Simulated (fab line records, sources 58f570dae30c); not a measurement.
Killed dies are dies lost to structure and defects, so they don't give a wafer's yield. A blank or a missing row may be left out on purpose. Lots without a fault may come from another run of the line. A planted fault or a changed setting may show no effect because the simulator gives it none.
Which tool did it? | flow berkeley_cmos170 | 13 lots, 37 wafers sampled, at 5 steps of a route of 331

WHAT THE GAUGES READ, wafer by wafer
UCB170_SCREENOX_THK_MEAS_02.
lot  | measured    | on            | SCREENOX_OXIDE_THK (nm)
L409 | day 5 05:59 | film_metro-02 | 14.53 14.16 14.50
L410 | day 5 06:00 | film_metro-03 | 14.20 14.28 14.16
L411 | day 5 16:31 | film_metro-01 | 14.21 14.29 14.10
L412 | day 5 16:31 | film_metro-02 | 14.24 14.05 14.33
L415 | day 6 13:36 | film_metro-02 | 13.88 14.47 14.13
L416 | day 6 13:39 | film_metro-01 | 14.37 14.56 14.67
L418 | day 6 14:37 | film_metro-03 | 14.48 14.51 14.52
L414 | day 6 14:38 | film_metro-01 | 14.73 14.65 14.84
L420 | day 7 02:10 | film_metro-03 | 14.40 14.41 14.35
L419 | day 7 03:40 | film_metro-02 | 14.82 15.02 14.79
L422 | day 7 08:10 | film_metro-01 | 14.76 14.58 14.85
L424 | day 8 10:23 | film_metro-01 | 14.63 14.74 14.55
L426 | day 8 10:25 | film_metro-03 | 14.20

UCB170_GATE_THK_MEAS_02.
lot  | measured    | on            | GATE_OXIDE_THK (nm)
L409 | day 5 17:33 | film_metro-04 | 6.83 6.81 6.76
L410 | day 5 16:04 | film_metro-04 | 6.76 6.61 6.62
L411 | day 6 03:41 | film_metro-02 | 6.47 6.60 6.59
L412 | day 6 03:41 | film_metro-04 | 6.31 6.39 6.26
L415 | day 7 00:07 | film_metro-02 | 6.54 6.39 6.49
L416 | day 7 00:06 | film_metro-03 | 6.42 6.50 6.50
L418 | day 7 00:05 | film_metro-04 | 6.44 6.49 6.43
L414 | day 7 00:01 | film_metro-02 | 6.40 6.43 6.31
L420 | day 7 13:10 | film_metro-04 | 6.55 6.51 6.58
L419 | day 7 13:11 | film_metro-02 | 6.70 6.76 6.70
L422 | day 7 20:10 | film_metro-04 | 6.63 6.67 6.60
L424 | day 8 21:04 | film_metro-03 | 6.60 6.49 6.50
L426 | day 8 21:04 | film_metro-04 | 6.52

UCB170_NLDD_OVL_MEAS_07.
lot  | measured    | on         | NLDD_OVL (nm)
L409 | day 6 09:50 | overlay-02 | -6 -4 1
L410 | day 6 04:00 | overlay-02 | -8 -12 -8
L411 | day 6 17:34 | overlay-02 | -2 0 4
L412 | day 6 17:34 | overlay-01 | -4 0 -4
L415 | day 7 12:58 | overlay-01 | -2 0 -2
L416 | day 7 12:14 | overlay-01 | -1 0 -3
L418 | day 7 12:13 | overlay-02 | 0 -2 0
L414 | day 7 11:18 | overlay-01 | -2 0 -4
L420 | day 8 00:21 | overlay-02 | -15 -13 -15
L419 | day 8 00:32 | overlay-02 | 0 8 2
L422 | day 8 05:49 | overlay-02 | 4 0 -1
L424 | day 9 08:29 | overlay-02 | 8 10 2
L426 | day 9 07:46 | overlay-01 | -1

UCB170_SPACER_THK_MEAS_01.
lot  | measured    | on            | SPACER_TEOS_THK (nm)
L409 | day 6 10:34 | film_metro-01 | 379 390 384
L410 | day 6 04:43 | film_metro-03 | 370 373 379
L411 | day 6 18:17 | film_metro-04 | 365 383 368
L412 | day 6 18:18 | film_metro-03 | 366 378 374
L415 | day 7 13:41 | film_metro-01 | 378 383 374
L416 | day 7 12:58 | film_metro-01 | 379 387 382
L418 | day 7 12:56 | film_metro-03 | 374 369 379
L414 | day 7 12:02 | film_metro-03 | 383 369 379
L420 | day 8 01:05 | film_metro-01 | 370 376 388
L419 | day 8 01:16 | film_metro-03 | 373 379 380
L422 | day 8 06:34 | film_metro-04 | 374 373 375
L424 | day 9 09:13 | film_metro-04 | 369 377 380
L426 | day 9 08:30 | film_metro-04 | 178 178

WHICH TOOL RAN EACH LOT (tool, then ch and the chambers of the sampled wafers, then the start)
lot  | UCB170_SPACER_CVD_00
L409 | pecvd-04 ch 0,1, day 6 10:31
L410 | pecvd-02 ch 0,2, day 6 04:40
L411 | pecvd-04 ch 0,2, day 6 18:14
L412 | pecvd-01 ch 0,1,2, day 6 18:14
L415 | pecvd-01 ch 0,1,2, day 7 13:38
L416 | pecvd-04 ch 0,1, day 7 12:54
L418 | pecvd-01 ch 0,1,2, day 7 12:53
L414 | pecvd-04 ch 0,1,2, day 7 11:59
L420 | pecvd-04 ch 0,2, day 8 01:02
L419 | pecvd-02 ch 0,1, day 8 01:11
L422 | pecvd-02 ch 0,1, day 8 06:30
L424 | pecvd-02 ch 0,1,2, day 9 09:10
L426 | pecvd-04 ch 1, day 9 08:26
- UCB170_SPACER_CVD_00: deposits SiO2 from TEOS/O2, target thk 376 nm, time 47 s.

WHAT THE TOOLS THEMSELVES READ (means of the sampled wafers that have a number; where no wafer has one, the mark that the record gives instead)
UCB170_SPACER_CVD_00.
lot  | tool     | heater_power_w (W)
L409 | pecvd-04 | 271
L410 | pecvd-02 | 292
L411 | pecvd-04 | 231
L412 | pecvd-01 | 277
L415 | pecvd-01 | 308
L416 | pecvd-04 | 271
L418 | pecvd-01 | 291
L414 | pecvd-04 | 266
L420 | pecvd-04 | 243
L419 | pecvd-02 | 212
L422 | pecvd-02 | 254
L424 | pecvd-02 | 264
L426 | pecvd-04 | 300

THE ANSWER, worked out from the rows above alone
Rule: what is usual is taken from the lots themselves. Put in order of their means at a reading, lots are off if they are a third of the lots or fewer, leave a main group of 4 or more, and stand apart from it by a gap of 3 or more times the standard deviation of the main group's means; of several such gaps the widest counts. A main group whose means are all the same, to the digits that the tables above print for the reading, isn't used. A lot without any number at a reading at which 4 lots or more have one is off too. The other lots that the step has rows for count as sound. The gauges are gone through in route order, then the tools' own readings, and for those a lot's mean is taken as printed above. The first step at which some lot is off is used, and at that step the reading that is off furthest; a lot without a number counts as furthest.
Off: L426, at UCB170_SPACER_THK_MEAS_01 (SPACER_TEOS_THK). The main group: mean 377 nm, standard deviation 3.7.
A tool fits if, at a process step before that reading, it ran every lot that is off, and no sound lot after the first of them. The gauges at UCB170_SPACER_THK_MEAS_01 are tried like those tools. One fits: pecvd-04 at UCB170_SPACER_CVD_00. Its last sound lot is L420 (day 8 01:02), its first lot that is off L426 (day 9 08:26): a fault that began between those two fits.

WHAT THE SIMULATOR HAD PUT IN
Process parameter drift: pecvd-04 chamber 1, from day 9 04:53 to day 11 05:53, at UCB170_SPACER_CVD_00. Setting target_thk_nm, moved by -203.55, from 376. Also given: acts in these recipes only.
Lots struck among those shown: L426. The rule above found the same.
